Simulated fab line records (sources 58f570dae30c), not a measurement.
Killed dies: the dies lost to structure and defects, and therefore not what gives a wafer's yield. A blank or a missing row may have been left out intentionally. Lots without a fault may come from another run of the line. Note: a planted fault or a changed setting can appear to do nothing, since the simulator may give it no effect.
Which of the tools did it? | flow berkeley_cmos170 | Sampling: 15 lots, 45 wafers, 3 of 331 route steps

## WHAT THE GAUGES SHOWED, per wafer
UCB170_PWELL_THK_MEAS_03. Usual: for PWELL_OXIDE_THK the level is 26.3 nm and the standard deviation is 0.54.
lot  | measured    | on            | PWELL_OXIDE_THK (nm) | flag
L873 | day 3 04:16 | film_metro-04 | 25.9 25.9 26.0       |
L872 | day 3 04:16 | film_metro-02 | 26.4 26.7 26.5       |
L876 | day 3 15:22 | film_metro-03 | 26.7 26.5 27.2       |
L878 | day 3 15:22 | film_metro-04 | 26.0 26.3 26.3       |
L875 | day 3 15:26 | film_metro-03 | 26.2 25.9 26.5       |
L877 | day 3 15:26 | film_metro-04 | 26.9 25.8 25.9       |
L887 | day 5 17:03 | film_metro-03 | 27.2 27.9 27.9       |
L888 | day 5 17:03 | film_metro-04 | 26.4 26.7 26.5       |
L889 | day 6 05:27 | film_metro-02 | 26.3 26.7 26.0       |
L890 | day 6 05:27 | film_metro-03 | 25.8 25.7 26.1       |
L892 | day 6 20:41 | film_metro-02 | 26.2 25.5 25.9       |
L891 | day 7 03:27 | film_metro-03 | 25.8 25.6 25.5       |
L894 | day 7 10:13 | film_metro-04 | 26.0 26.7 26.2       |
L893 | day 7 10:14 | film_metro-03 | 26.7 26.7 26.6       |
L895 | day 7 21:35 | film_metro-02 | 26.6 26.8 27.0       |

UCB170_PWELL_THK_MEAS_06. Usual: for PWELL_NITRIDE_THK the level is 220.1 nm and the standard deviation is 2.1.
lot  | measured    | on            | PWELL_NITRIDE_THK (nm) | flag
L873 | day 3 09:29 | film_metro-03 | 218.1 217.2 218.5      |
L872 | day 3 09:30 | film_metro-04 | 222.6 221.8 223.9      |
L876 | day 3 21:00 | film_metro-02 | 217.3 218.8 217.1      |
L878 | day 3 21:01 | film_metro-04 | 219.5 219.6 219.1      |
L875 | day 3 21:04 | film_metro-02 | 221.3 220.2 221.6      |
L877 | day 3 21:01 | film_metro-03 | 222.1 220.4 220.9      |
L887 | day 5 21:53 | film_metro-02 | 219.6 222.0 219.9      |
L888 | day 5 21:53 | film_metro-04 | 216.6 217.6 216.7      |
L889 | day 6 13:57 | film_metro-04 | 220.2 220.5 220.3      |
L890 | day 6 13:57 | film_metro-03 | 218.9 219.8 219.1      |
L892 | day 7 05:40 | film_metro-02 | 217.6 220.6 218.8      |
L891 | day 7 12:19 | film_metro-04 | 219.5 220.3 220.1      |
L894 | day 7 17:47 | film_metro-02 | 220.3 221.7 220.2      |
L893 | day 7 17:45 | film_metro-03 | 218.4 218.3 218.6      |
L895 | day 8 06:29 | film_metro-02 | 219.0 219.2 220.1      |

UCB170_PWELL_OVL_MEAS_13. Usual: for PWELL_OVL the level is -1 nm and the standard deviation is 5.1.
lot  | measured    | on         | PWELL_OVL (nm) | flag
L873 | day 3 10:31 | overlay-02 | -3 6 -4        |
L872 | day 3 10:48 | overlay-01 | -5 -14 -14     |
L876 | day 3 23:21 | overlay-02 | -6 -4 -1       |
L878 | day 4 00:05 | overlay-02 | -3 -2 1        |
L875 | day 4 00:22 | overlay-02 | 7 -1 1         |
L877 | day 3 23:51 | overlay-01 | -8 0 -1        |
L887 | day 5 23:02 | overlay-02 | 8 1 9          |
L888 | day 5 22:55 | overlay-02 | -16 -14 -13    |
L889 | day 6 16:01 | overlay-02 | 10 0 2         |
L890 | day 6 16:32 | overlay-02 | 3 0 -1         |
L892 | day 7 07:07 | overlay-01 | 3 1 -3         |
L891 | day 7 13:41 | overlay-01 | -3 -4 -3       |
L894 | day 7 19:14 | overlay-02 | -3 0 -4        |
L893 | day 7 18:58 | overlay-02 | -8 -6 -2       |
L895 | day 8 07:31 | overlay-01 | 2 8 0          |

## WHAT TOOL EACH LOT RAN ON (gives the tool, then ch and the chambers of the sampled wafers, and finally the start)
There is no process step in the record ahead of these readings.

## AS READ BY THE TOOLS THEMSELVES (means over the sampled wafers that have a number; for cases with no such wafer, the mark the record gives instead)
The record holds no such reading with a usual standard deviation.

## THE ANSWER, worked out from the rows above alone
Rule: lot off if the mean of its wafers having a number is beyond 3 standard deviations from the usual mean. A lot without any number at a reading at which 4 lots or more have one is off too. Where the step has rows for the other lots, those lots are counted as sound. Order of review: gauges by route order, followed by the tools' own readings, for which a lot's mean as printed above is used. At the first step where some lot is off, the reading lying furthest off is the one used; lots without a number count as furthest.
Across all readings shown, no lot is off: no conclusion can be drawn from this.

## WHAT THE SIMULATOR HAD PUT IN
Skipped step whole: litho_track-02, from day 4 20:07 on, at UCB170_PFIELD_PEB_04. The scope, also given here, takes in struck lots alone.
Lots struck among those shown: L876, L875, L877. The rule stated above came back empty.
